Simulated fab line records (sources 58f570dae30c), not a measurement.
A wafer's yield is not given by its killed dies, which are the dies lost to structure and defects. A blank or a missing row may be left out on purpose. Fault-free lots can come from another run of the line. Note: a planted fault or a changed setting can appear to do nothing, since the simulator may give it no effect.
Which tool was responsible? | flow berkeley_cmos170 | 21 wafers from 7 lots sampled at 2 of the route's 331 steps

## WHAT EACH GAUGE READ, for each wafer
UCB170_SDANNEAL_RS_MEAS_02: measurement is done with a four-point probe.
lot  | measured     | on            | PSD_RS (ohm/sq)
L381 | day 7 02:38  | film_metro-03 | 75.9 76.0 76.1
L386 | day 7 12:49  | film_metro-04 | 75.9 75.8 75.9
L387 | day 7 13:17  | film_metro-03 | 75.6 75.5 75.5
L389 | day 8 10:04  | film_metro-03 | 76.3 76.0 76.1
L395 | day 9 05:45  | film_metro-02 | 75.8 76.0 75.7
L394 | day 9 06:38  | film_metro-02 | 84.1 84.0 83.9
L404 | day 10 22:47 | film_metro-03 | 75.4 75.6 75.6

## WHAT TOOL EACH LOT RAN ON (gives the tool, then ch and the chambers of the sampled wafers, and finally the start)
lot  | UCB170_SDANNEAL_RTA_01
L381 | rtp_anneal-02 ch 0, day 7 02:35
L386 | rtp_anneal-02 ch 0, day 7 12:46
L387 | rtp_anneal-02 ch 0, day 7 13:13
L389 | rtp_anneal-01 ch 0, day 8 09:59
L395 | rtp_anneal-02 ch 0, day 9 05:41
L394 | rtp_anneal-02 ch 0, day 9 06:35
L404 | rtp_anneal-01 ch 0, day 10 22:43
- UCB170_SDANNEAL_RTA_01: time 5 s.

## THE ANSWER, worked out from the rows above alone
Rule: usual is defined by the lots themselves. Put in order of their means at a reading, lots are off if they are a third of the lots or fewer, leave a main group of 4 or more, and stand apart from it by a gap of 3 or more times the standard deviation of the main group's means; of several such gaps the widest counts. Not used: any main group whose means are identical at the precision the tables above print for the reading. A lot without any number at a reading at which 4 lots or more have one is off too. Where the step has rows for the other lots, those lots are counted as sound.
Off: L394, seen at UCB170_SDANNEAL_RS_MEAS_02 (PSD_RS). The main group: mean 75.8 ohm/sq, standard deviation 0.22.
If a tool, at a process step before that reading, ran all the lots that are off and no sound lot after the first of them, it fits. Gauges at UCB170_SDANNEAL_RS_MEAS_02: tried the same way as those tools. Can't be told from this: 2 tools fit, rtp_anneal-02 at UCB170_SDANNEAL_RTA_01, film_metro-02 at UCB170_SDANNEAL_RS_MEAS_02.

## WHAT THE SIMULATOR HAD INSERTED
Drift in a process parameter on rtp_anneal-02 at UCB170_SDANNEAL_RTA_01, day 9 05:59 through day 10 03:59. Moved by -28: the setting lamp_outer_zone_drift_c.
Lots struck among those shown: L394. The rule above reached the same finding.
